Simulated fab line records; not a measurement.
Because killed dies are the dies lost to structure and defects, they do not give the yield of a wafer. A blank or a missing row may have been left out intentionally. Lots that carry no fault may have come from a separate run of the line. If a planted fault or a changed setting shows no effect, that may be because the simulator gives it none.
Problem report in the 8D (eight disciplines) form, filled by code	flow berkeley_cmos170	the parts of the form that need people (team, actions taken, sign-off) are left out

1. THE PROBLEM
M3_AL_RS at UCB170_M3_RS_MEAS_02 reads a mean of 0.0256 ohm/sq on 2 wafers of 1 lot; wafers without a fault read 0.0321 ohm/sq with a standard deviation of 0.00033. That puts it -20 standard deviations away from the usual mean.
The step: measures by four-point-probe.
The first sign was on wafer L871.3 at day 11 02:25, on film_metro-02. The record has a number at this step for 39 wafers belonging to 13 lots. The rule behind "out" and "out of limits": a value lying over 4 standard deviations away from the usual mean. All remaining wafers that have a number are taken as sound.

2. WHAT THIS IS AND IS NOT
question	is	is not
which readings at this step	M3_AL_RS	-
which lots	L871	L857, L858, L859, L860, L861, L862, L863, L866, L867, L869, L879, L880
which wafers of those lots	L871.3, L871.5	L871.2
read on which gauges	film_metro-02	film_metro-01, film_metro-03
when	from day 11 02:25	up to then (31 sound wafers); but 6 sound wafers of L879, L880 came after

3. WHAT RULES OUT EACH SUSPECT
Counting: any tool at a process step up to the reading remains a suspect provided it ran every lot that is out. Sound lots after the first of them don't rule it out here, since some wafers of a struck lot are sound.
- the gauge at UCB170_M3_RS_MEAS_02 is ruled out. All the wafers that are out were read on film_metro-02, but those of them that UCB170_M3_SPUTTER_01 has rows for are out there too, on other tools.
- pvd_sputter-01 at UCB170_M3_SPUTTER_01 (material Al, target thk 900 nm, time 120 s): kept. It processed L871, the lot that is out, at day 11 02:19, and its most recent sound lot before then was L866 at day 9 20:30. On those wafers its own readings are out: cathode_dc_power_W.
After counting, what remains is pvd_sputter-01 at UCB170_M3_SPUTTER_01.

4. THE CAUSE (what the simulator had put in)
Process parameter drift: pvd_sputter-01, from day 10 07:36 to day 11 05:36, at UCB170_M3_SPUTTER_01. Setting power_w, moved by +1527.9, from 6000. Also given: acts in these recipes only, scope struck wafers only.
Only this tool survived the counting.

5. SEQUENCE OF EFFECTS, ordered by route
One row per reading whose mean, taken over the struck wafers that have a number, lies over 3 standard deviations from the usual. Readings are gone through only where the record gives a usual standard deviation; hours: the median, over the lots, of the time from a lot's start at the first step in this table giving one to that lot's start at this step; sigmas: the change measured in usual standard deviations.
hours	step	reading	usual	on struck wafers	change	sigmas
0	UCB170_M3_SPUTTER_01	cathode_dc_power_W	6000.1 W	7527.1	+1527.0	+99 or more
0	UCB170_M3_RS_MEAS_02	M3_AL_RS	0.0321 ohm/sq	0.0256	-0.0065	-20
10	UCB170_M3_THK_MEAS_03	M3_AL_THK	907 nm	1140	+232	+23
17	UCB170_M3_METAL_ETCH_18	oes_product_au	0.869 a.u.	1.002	+0.133	+7.9
It contains these process steps:
- UCB170_M3_SPUTTER_01: material Al, target thk 900 nm, time 120 s.
- UCB170_M3_METAL_ETCH_18: etches Al in Cl2/BCl3, stops on SiO2, target depth 1170 nm, time 195 s.

6. HOW IT WOULD HAVE BEEN CAUGHT EARLIER
In this record the first reading out of limits at a measuring or inspecting step was taken at day 11 02:25, 19 hours after the fault began at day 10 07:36.
Tool's own readings at UCB170_M3_SPUTTER_01, cathode_dc_power_W: out on all struck wafers the step has rows for; an alarm limit on them would have tripped on the first.
By day 11 02:25, every lot that is out (1) had started UCB170_M3_SPUTTER_01 on pvd_sputter-01. Tool hold at that time: it would have spared none of them.
